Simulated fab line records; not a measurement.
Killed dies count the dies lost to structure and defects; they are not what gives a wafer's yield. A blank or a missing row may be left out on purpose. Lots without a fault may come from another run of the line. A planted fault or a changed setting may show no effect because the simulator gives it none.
The tool behind it: which one?    flow rit-cmos    45 wafers from 15 lots sampled at 5 of the route's 202 steps

## WHAT EACH GAUGE READ, for each wafer
RIT_ACTIVE_BOW_MEAS_00.
lot   measured     on             INCOMING_BOW (um)
L862  day 1 10:02  film-metro-02  3 1 -10
L864  day 1 20:02  film-metro-03  10 1 -2
L865  day 2 01:00  film-metro-01  -4 2 1
L866  day 2 06:01  film-metro-03  1 -7 2
L868  day 2 16:01  film-metro-02  -1 -3 4
L869  day 2 21:00  film-metro-02  6 -9 9
L871  day 3 07:00  film-metro-03  -2 7 4
L872  day 3 12:01  film-metro-02  8 8 8
L873  day 3 17:01  film-metro-03  -3 5 4
L874  day 3 22:00  film-metro-01  8 -18 -7
L876  day 4 08:02  film-metro-02  10 -4 -8
L878  day 4 18:01  film-metro-03  -5 -1 -17
L879  day 4 23:02  film-metro-01  -3 4 -3
L883  day 5 19:01  film-metro-02  7 -1 5
L885  day 6 05:01  film-metro-03  6 -8 2

RIT_NWELL_TW_MEAS_10.
lot   measured     on             NWELL_TW
L862  day 1 21:32  film-metro-03  2139 2128 2131
L864  day 2 06:56  film-metro-03  2131 2142 2134
L865  day 2 11:59  film-metro-01  2164 2166 2164
L866  day 2 17:06  film-metro-03  2136 2125 2139
L868  day 3 03:15  film-metro-04  2124 2126 2123
L869  day 3 08:16  film-metro-04  2125 2137 2125
L871  day 3 18:33  film-metro-04  2126 2118 2125
L872  day 3 23:28  film-metro-03  2150 2158 2155
L873  day 4 05:04  film-metro-03  2133 2148 2146
L874  day 4 10:25  film-metro-04  2116 2100 2114
L876  day 4 20:33  film-metro-04  2113 2127 2117
L878  day 5 06:46  film-metro-04  2135 2135 2137
L879  day 5 11:56  film-metro-04  2126 2140 2121
L883  day 6 06:05  film-metro-04  2125 2131 2131
L885  day 6 17:25  film-metro-04  2122 2133 2123

RIT_NRETRO_TW_MEAS_10.
lot   measured     on             NRETRO_TW
L862  day 2 07:02  film-metro-01  1060 1056 1058
L864  day 2 15:26  film-metro-03  1046 1043 1043
L865  day 2 20:44  film-metro-02  1042 1044 1043
L866  day 3 01:57  film-metro-01  1061 1059 1066
L868  day 3 12:29  film-metro-03  1059 1058 1056
L869  day 3 17:17  film-metro-02  1061 1054 1054
L871  day 4 03:06  film-metro-01  1055 1058 1061
L872  day 4 08:01  film-metro-03  1054 1052 1049
L873  day 4 14:26  film-metro-01  1058 1057 1062
L874  day 4 19:30  film-metro-03  1056 1054 1055
L876  day 5 05:30  film-metro-03  1173 1176 1170
L878  day 5 15:14  film-metro-03  1051 1051 1045
L879  day 5 20:22  film-metro-01  1186 1181 1186
L883  day 6 15:27  film-metro-03  1048 1047 1053
L885  day 7 01:59  film-metro-01  1179 1183 1183

RIT_FOX2_THK_MEAS_91.
lot   measured     on             FIELD_OXIDE_LEFT_2_THK (nm)
L862  day 2 09:15  film-metro-03  256 256 259
L864  day 2 17:29  film-metro-04  263 267 256
L865  day 2 22:46  film-metro-04  259 263 263
L866  day 3 04:04  film-metro-04  256 254 255
L868  day 3 14:41  film-metro-04  255 253 251
L869  day 3 19:20  film-metro-04  256 255 248
L871  day 4 05:17  film-metro-04  257 256 254
L872  day 4 10:04  film-metro-03  261 252 262
L873  day 4 16:33  film-metro-04  263 262 265
L874  day 4 21:32  film-metro-03  257 254 253
L876  day 5 07:31  film-metro-03  259 254 257
L878  day 5 17:41  film-metro-03  260 258 260
L879  day 5 22:48  film-metro-04  260 259 269
L883  day 6 17:31  film-metro-02  249 252 247
L885  day 7 04:03  film-metro-02  249 256 252

## EACH LOT AND THE TOOL THAT RAN IT (in order: tool; ch and the chambers of the sampled wafers; start)
lot   RIT_NRETRO_IMPLANT_08
L862  implanter-03 ch 0, day 2 06:44
L864  implanter-03 ch 0, day 2 15:09
L865  implanter-04 ch 0, day 2 20:25
L866  implanter-01 ch 0, day 3 01:38
L868  implanter-04 ch 0, day 3 12:11
L869  implanter-04 ch 0, day 3 16:57
L871  implanter-04 ch 0, day 4 02:47
L872  implanter-03 ch 0, day 4 07:43
L873  implanter-01 ch 0, day 4 14:07
L874  implanter-04 ch 0, day 4 19:10
L876  implanter-04 ch 0, day 5 05:12
L878  implanter-01 ch 0, day 5 14:53
L879  implanter-04 ch 0, day 5 20:04
L883  implanter-03 ch 0, day 6 15:08
L885  implanter-04 ch 0, day 7 01:41
- RIT_NRETRO_IMPLANT_08

## AS READ BY THE TOOLS THEMSELVES (means over the sampled wafers that have a number; for cases with no such wafer, the mark the record gives instead)
RIT_NRETRO_IMPLANT_08.
lot   tool          beam-on-s (s)  faraday-current-uA  tilt-deg (degrees)
L862  implanter-03  9.85           32.3                7.013
L864  implanter-03  9.94           32.0                7.011
L865  implanter-04  9.99           31.8                6.955
L866  implanter-01  10.03          31.7                6.978
L868  implanter-04  9.90           32.1                6.999
L869  implanter-04  10.08          31.4                7.016
L871  implanter-04  10.11          31.4                6.976
L872  implanter-03  10.10          31.4                7.004
L873  implanter-01  10.05          31.7                7.010
L874  implanter-04  10.25          31.0                7.034
L876  implanter-04  14.24          22.3                7.002
L878  implanter-01  10.21          31.0                6.995
L879  implanter-04  14.47          22.0                6.980
L883  implanter-03  10.06          31.6                7.005
L885  implanter-04  14.45          22.0                7.023

## THE ANSWER, worked out from the rows above alone
Rule: the usual values come from the lots themselves. The widest of any qualifying gaps counts: lots, ordered by their means at a reading, are off when they make up no more than a third of the lots, leave a main group of 4 or more, and stand apart from it by 3 or more times the standard deviation of that group's means. Not used: any main group whose means are identical at the precision the tables above print for the reading. Also off: a lot with no number at a reading for which 4 or more lots have one. All remaining lots with rows at the step are treated as sound. After the gauges, taken in route order, come the tools' own readings; for these a lot's mean is taken, as printed above. At the first step where some lot is off, the reading lying furthest off is the one used; lots without a number count as furthest.
Off: L876, L879, L885, seen at RIT_NRETRO_TW_MEAS_10 (NRETRO_TW). Mean 1054 and standard deviation 5.9 in the main group.
If a tool, at a process step before that reading, ran all the lots that are off and no sound lot after the first of them, it fits. Not tried: the gauges at RIT_NRETRO_TW_MEAS_10; whatever is off there is also off at RIT_NRETRO_IMPLANT_08, on other tools, and gauge error can't account for it. One fits: implanter-04 at RIT_NRETRO_IMPLANT_08. Its last sound lot is L874 (day 4 19:10), its first lot that is off L876 (day 5 05:12): a fault that began between those two fits.
The tool's own readings at RIT_NRETRO_IMPLANT_08 bear it out: on the lots that are off they differ by more than 5 times the standard deviation of the sound lots' means. beam-on-s reads 14.39 s there against 10.05 s on the sound lots; faraday-current-uA reads 22.1 there against 31.6 on the sound lots.

## WHAT HAD BEEN PUT IN BY THE SIMULATOR
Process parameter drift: implanter-04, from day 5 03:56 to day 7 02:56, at RIT_NRETRO_IMPLANT_08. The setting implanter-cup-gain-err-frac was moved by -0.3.
Struck lots among those shown: L876, L879, L885. Same finding as the rule above.
